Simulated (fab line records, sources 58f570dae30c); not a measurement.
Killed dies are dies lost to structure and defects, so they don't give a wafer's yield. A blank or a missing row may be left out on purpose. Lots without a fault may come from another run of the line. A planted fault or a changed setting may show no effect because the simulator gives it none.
Which tool did it? | flow berkeley_cmos170 | 14 lots, 42 wafers sampled, at 4 steps of a route of 331

WHAT THE GAUGES READ, wafer by wafer
UCB170_M1_CD_MEAS_90: target cd 700 nm.
lot  | measured     | on        | cd_nm (nm)
L343 | day 7 08:59  | cd_sem-02 | 700.2 696.6 699.3
L342 | day 7 10:01  | cd_sem-01 | 695.6 695.1 698.1
L344 | day 7 22:28  | cd_sem-01 | 701.2 697.0 702.0
L345 | day 8 05:35  | cd_sem-01 | 700.9 701.9 700.2
L346 | day 8 18:02  | cd_sem-01 | 701.0 700.6 702.3
L350 | day 9 02:49  | cd_sem-02 | 702.8 696.1 698.5
L348 | day 9 06:25  | cd_sem-02 | 704.6 701.1 701.1
L349 | day 9 06:34  | cd_sem-02 | 702.6 701.5 702.3
L352 | day 9 21:49  | cd_sem-01 | 700.8 702.5 700.2
L351 | day 9 22:34  | cd_sem-01 | 696.9 698.3 701.5
L353 | day 10 03:10 | cd_sem-01 | 702.0 702.0 701.2
L357 | day 11 08:26 | cd_sem-02 | 700.1 698.7 700.4
L361 | day 12 08:52 | cd_sem-02 | 701.0 700.3 699.3
L362 | day 12 09:25 | cd_sem-01 | 698.0 697.8 700.5

UCB170_V1_THK_MEAS_01.
lot  | measured     | on            | V1_TEOS_THK (nm)
L343 | day 7 15:50  | film_metro-03 | 2008 1998 2015
L342 | day 7 15:49  | film_metro-02 | 1967 2011 2027
L344 | day 8 04:14  | film_metro-03 | 1972 2065 2007
L345 | day 8 08:22  | film_metro-01 | 1953 1984 2003
L346 | day 8 22:15  | film_metro-01 | 1973 2012 2028
L350 | day 9 07:57  | film_metro-01 | 1990 1987 2005
L348 | day 9 12:08  | film_metro-02 | 1949 1984 2031
L349 | day 9 12:08  | film_metro-03 | 2007 2008 2027
L352 | day 10 00:47 | film_metro-01 | 1988 1302 1999
L351 | day 10 00:50 | film_metro-03 | 2013 2055 2040
L353 | day 10 06:49 | film_metro-01 | 1253 1946 2013
L357 | day 11 12:23 | film_metro-01 | 1989 1981 2023
L361 | day 12 14:20 | film_metro-01 | 1974 2011 2004
L362 | day 12 14:29 | film_metro-03 | 1962 2004 2017

UCB170_V1_CD_MEAS_12: target cd 700 nm.
lot  | measured     | on        | cd_nm (nm)
L343 | day 7 17:34  | cd_sem-02 | 700.9 700.2 700.6
L342 | day 7 17:46  | cd_sem-01 | 700.0 699.9 699.2
L344 | day 8 07:06  | cd_sem-02 | 700.1 701.8 699.8
L345 | day 8 11:32  | cd_sem-02 | 699.6 701.7 699.3
L346 | day 9 00:00  | cd_sem-02 | 699.5 700.9 701.0
L350 | day 9 12:01  | cd_sem-01 | 701.5 703.2 701.1
L348 | day 9 14:14  | cd_sem-01 | 700.5 699.9 701.3
L349 | day 9 14:16  | cd_sem-02 | 699.6 698.3 699.0
L352 | day 10 02:34 | cd_sem-02 | 701.0 699.6 698.3
L351 | day 10 03:10 | cd_sem-02 | 698.8 698.6 698.8
L353 | day 10 09:09 | cd_sem-02 | 701.1 701.7 700.5
L357 | day 11 14:19 | cd_sem-02 | 699.5 698.4 700.1
L361 | day 12 16:03 | cd_sem-02 | 700.2 699.3 699.8
L362 | day 12 16:54 | cd_sem-02 | 699.4 699.5 698.8

WHICH TOOL RAN EACH LOT (tool, then ch and the chambers of the sampled wafers, then the start)
lot  | UCB170_V1_CVD_00
L343 | pecvd-01 ch 0,1,2, day 7 15:43
L342 | pecvd-02 ch 0,2, day 7 15:38
L344 | pecvd-02 ch 1,2, day 8 04:04
L345 | pecvd-03 ch 0,2, day 8 08:11
L346 | pecvd-01 ch 0,1,2, day 8 22:05
L350 | pecvd-01 ch 0,2, day 9 07:47
L348 | pecvd-02 ch 1,2, day 9 11:58
L349 | pecvd-01 ch 0,1,2, day 9 11:58
L352 | pecvd-01 ch 0,2, day 10 00:38
L351 | pecvd-03 ch 1,2, day 10 00:38
L353 | pecvd-01 ch 0,1,2, day 10 06:38
L357 | pecvd-02 ch 0,1,2, day 11 12:10
L361 | pecvd-03 ch 0,2, day 12 14:11
L362 | pecvd-03 ch 1,2, day 12 14:20
- UCB170_V1_CVD_00: deposits SiO2 from TEOS/O2, target thk 2000 nm, time 250 s.

WHAT THE TOOLS THEMSELVES READ (means of the sampled wafers that have a number; where no wafer has one, the mark that the record gives instead)
UCB170_V1_CVD_00.
lot  | tool     | heater_power_w (W) | run_length_s (s)
L343 | pecvd-01 | 255                | 278.4
L342 | pecvd-02 | 274                | 277.2
L344 | pecvd-02 | 200                | 277.6
L345 | pecvd-03 | 200                | 278.0
L346 | pecvd-01 | 317                | 278.5
L350 | pecvd-01 | 308                | 278.6
L348 | pecvd-02 | 178                | 277.9
L349 | pecvd-01 | 240                | 278.6
L352 | pecvd-01 | 280                | 248.5
L351 | pecvd-03 | 190                | 278.2
L353 | pecvd-01 | 286                | 248.5
L357 | pecvd-02 | 276                | 277.4
L361 | pecvd-03 | 209                | 278.0
L362 | pecvd-03 | 238                | 277.6

THE ANSWER, worked out from the rows above alone
Rule: what is usual is taken from the lots themselves. Put in order of their means at a reading, lots are off if they are a third of the lots or fewer, leave a main group of 4 or more, and stand apart from it by a gap of 3 or more times the standard deviation of the main group's means; of several such gaps the widest counts. A main group whose means are all the same, to the digits that the tables above print for the reading, isn't used. A lot without any number at a reading at which 4 lots or more have one is off too. The other lots that the step has rows for count as sound. The gauges are gone through in route order, then the tools' own readings, and for those a lot's mean is taken as printed above. The first step at which some lot is off is used, and at that step the reading that is off furthest; a lot without a number counts as furthest.
Off: L352, L353, at UCB170_V1_THK_MEAS_01 (V1_TEOS_THK). The main group: mean 2002 nm, standard deviation 14.
A tool fits if, at a process step before that reading, it ran every lot that is off, and no sound lot after the first of them. The gauges at UCB170_V1_THK_MEAS_01 aren't tried: what is off there is off at UCB170_V1_CVD_00 too, on other tools, and a gauge's error can't cause that. One fits: pecvd-01 at UCB170_V1_CVD_00. Its last sound lot is L349 (day 9 11:58), its first lot that is off L352 (day 10 00:38): a fault that began between those two fits.
The tool's own readings at UCB170_V1_CVD_00 bear it out: on the lots that are off they differ by more than 5 times the standard deviation of the sound lots' means. run_length_s reads 248.5 s there against 278.0 s on the sound lots.

WHAT THE SIMULATOR HAD PUT IN
Process parameter drift: pecvd-01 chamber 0, from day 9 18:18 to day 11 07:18, at UCB170_V1_CVD_00. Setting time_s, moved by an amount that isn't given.
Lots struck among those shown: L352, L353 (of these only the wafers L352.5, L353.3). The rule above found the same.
